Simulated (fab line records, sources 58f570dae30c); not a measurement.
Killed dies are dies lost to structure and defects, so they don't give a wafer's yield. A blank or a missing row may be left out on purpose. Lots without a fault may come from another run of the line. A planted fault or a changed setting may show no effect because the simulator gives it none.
fab line records | flow berkeley_cmos170
record lots=14 wafers=42 last_day=13
route steps=331 shown CONTACT@233
lots that met no fault: from a run of the same line without faults
start_h: hours from the record's first day to the start of the lot's first wafer shown | wait_h: hours since the lot's step before | " the same as in the row above | L1.1+2: a row that stands for several wafers | - no value, or no start given | * or withheld: withheld | < > ~ a bound
route shown NAME@n: a module of which the file shows steps, and the number in the route of the first | usual: mean/standard deviation of fault-free wafers | same: alike in all rows | chamber/n: place in a boat | sites: the reading at each site | _std_site: their standard deviation | _edge_site: outer sites' mean less inner sites' | radius_mm: how far each site lies from the wafer's centre | mask NAME#n: copy n | behind: the tool/chamber that last shaped the wafer | hold: why the lot was held/for how many hours/how that ended | device: the transistor (n, p or np) that didn't switch | end of line: the same wafers' tests at the end of the route | a step without rows: its recipe alone | killed: dies lost to structure and defects at the first sort, not the wafer's yield | map: a wafer's dies, x killed, . not, _ none there
set.NAME: the setting as run; set.NAME@STEP: as run at that earlier step | model.NAME: the simulator's own value behind a step, which no gauge read
steps of the route over a sample of lots; a table a step, a row a wafer
services: from which hour (start_h, from the record's first day; less than 0 if before it) a tool's chamber was out of use, for how many hours, and why
## steps
# step UCB170_CONTACT_ETCH_17
# recipe chemistry=N2/H2 target_depth_a=withheld overetch_a=withheld target=BARC time_s=withheld source_w=500 bias_w=103.2 pressure_mtorr=30 n2_flow_sccm=100 h2_flow_sccm=200
# usual drypump_motor_current_A=5.7/0.45 oes_product_au=1.006/0.019 throttle_valve_pct=13.35/0.21
# columns lot.wafer tool chamber start_h wait_h drypump_motor_current_A oes_product_au throttle_valve_pct
L991.2 rie_diel-01 0 130.85 0.0 6.8 0.988 13.07
L991.3 " 1 " " 5.0 1.057 13.04
L991.5 " 0 " " 6.8 0.987 13.05
L992.3 rie_diel-04 2 143.68 0.0 5.9 0.992 13.50
L992.4 " 1 " " 5.6 0.984 13.51
L992.5 " 0 " " 5.6 0.993 13.39
L994.1 rie_diel-04 2 154.76 0.0 5.9 0.995 13.52
L994.3 " 3 " " 5.8 0.994 13.38
L994.5 " 1 " " 5.6 0.969 13.53
L993.2 rie_diel-04 0 156.49 0.0 5.5 1.003 13.39
L993.3 " 1 " " 5.6 0.966 13.52
L993.5 " 1 " " 5.6 0.981 13.53
L999.1 rie_diel-04 0 184.22 0.0 5.6 0.996 13.37
L999.3 " 3 " " 5.8 1.010 13.35
L999.5 " 3 " " 5.8 0.989 13.39
L100.3 rie_diel-01 1 189.93 0.0 5.0 1.035 13.05
L100.4 " 2 " " 5.7 1.015 13.53
L100.6 " 2 " " 5.7 1.022 13.49
L102.3 rie_diel-04 2 213.86 0.0 5.8 0.993 13.53
L102.5 " 0 " " 5.6 1.006 13.40
L102.6 " 3 " " 5.8 0.994 13.38
L108.1 rie_diel-02 3 232.24 0.0 5.8 1.004 12.96
L108.4 " 2 " " 5.1 1.018 13.18
L108.6 " 3 " " 5.8 1.009 12.95
L109.3 rie_diel-02 0 232.72 0.0 5.5 1.034 13.50
L109.4 " 1 " " 5.6 1.008 13.48
L109.6 " 1 " " 5.6 1.020 13.46
L111.1 rie_diel-02 0 255.78 0.0 5.5 1.026 13.50
L111.2 " 3 " " 5.8 0.989 12.95
L111.3 " 1 " " 5.6 0.998 13.47
L112.1 rie_diel-02 1 258.05 0.0 5.6 0.996 13.49
L112.5 " 0 " " 5.5 1.021 13.50
L112.6 " 1 " " 5.6 1.006 13.48
L113.3 rie_diel-01 1 258.67 0.0 4.9 1.043 13.04
L113.4 " 3 " " 6.6 1.017 13.60
L113.5 " 0 " " 6.8 0.993 13.08
L110.3 rie_diel-02 0 258.79 0.0 5.5 1.028 13.51
L110.4 " 1 " " 5.6 1.026 13.47
L110.6 " 0 " " 5.5 1.029 13.52
L114.1 rie_diel-04 0 274.94 0.0 5.6 1.009 13.39
L114.3 " 2 " " 5.9 1.001 13.53
L114.6 " 0 " " 5.6 1.000 13.40
# step UCB170_CONTACT_CD_MEAS_90
# recipe target_cd_nm=700
# usual cd_nm=699.9/1.8
# columns lot.wafer tool chamber start_h wait_h cd_nm
L991.2 cd_sem-02 - 131.13 0.1 703.2
L991.3 " - " " 701.4
L991.5 " - " " 703.4
L992.3 cd_sem-02 - 143.99 0.1 701.0
L992.4 " - " " 702.0
L992.5 " - " " 699.1
L994.1 cd_sem-01 - 155.03 0.1 698.1
L994.3 " - " " 698.4
L994.5 " - " " 699.3
L993.2 cd_sem-02 - 156.78 0.1 699.0
L993.3 " - " " 700.0
L993.5 " - " " 699.8
L999.1 cd_sem-02 - 184.49 0.1 695.2
L999.3 " - " " 694.4
L999.5 " - " " 694.9
L100.3 cd_sem-01 - 190.23 0.1 700.9
L100.4 " - " " 700.3
L100.6 " - " " 700.8
L102.3 cd_sem-01 - 214.17 0.1 694.0
L102.5 " - " " 693.6
L102.6 " - " " 695.1
L108.1 cd_sem-02 - 232.69 0.2 700.1
L108.4 " - " " 702.2
L108.6 " - " " 701.2
L109.3 cd_sem-02 - 233.21 0.3 697.0
L109.4 " - " " 699.4
L109.6 " - " " 698.5
L111.1 cd_sem-01 - 256.04 0.1 704.0
L111.2 " - " " 702.3
L111.3 " - " " 704.6
L112.1 cd_sem-01 - 258.32 0.1 700.0
L112.5 " - " " 701.7
L112.6 " - " " 701.0
L113.3 cd_sem-01 - 258.98 0.1 700.4
L113.4 " - " " 702.9
L113.5 " - " " 699.3
L110.3 cd_sem-02 - 259.10 0.1 698.2
L110.4 " - " " 698.6
L110.6 " - " " 698.4
L114.1 cd_sem-02 - 275.20 0.1 700.6
L114.3 " - " " 699.7
L114.6 " - " " 700.0
## services
# columns tool chamber start_h hours kind
rie_diel-02 0 113.63 4.7 repair
rie_diel-04 - 114.44 0.8 repair
rie_diel-02 3 115.85 3.2 repair
rie_diel-04 1 131.45 6.1 repair
rie_diel-01 - 133.07 14.6 pm
rie_diel-02 3 154.08 1.4 repair
rie_diel-01 2 154.18 4.9 repair
rie_diel-04 3 158.59 4.3 repair
rie_diel-02 2 178.29 4.7 repair
rie_diel-02 3 216.03 5.9 repair
rie_diel-02 - 247.88 0.2 repair
rie_diel-02 2 252.60 14.7 repair
rie_diel-04 1 257.15 - clean
rie_diel-04 1 257.15 21.5 scheduled_down
rie_diel-04 1 257.15 21.5 vent_cycle
## key
first_sign step=UCB170_CONTACT_CD_MEAS_90 reading=cd_nm direction=down sigmas=3 usual=699.9 struck=694.5
effect none on later readings
met_at UCB170_CONTACT_ETCH_17
struck_lots L999,L102
tester_left_out L999,L102
onset_between 156.49 184.22
fault kind=process_parameter_drift tool=rie_diel-04 chamber=- onset_h=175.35 steps=UCB170_CONTACT_ETCH_17 channel=time_s offset=withheld shape=step end_h=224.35 acts_in=*
# tester_left_out: of these lots the tester's yield and bins aren't shown, on N5 and GAA mostly nor the transistor test; their killed dies are dies lost to structure and defects alone, not to doping, threshold or leakage, so they don't give the yield
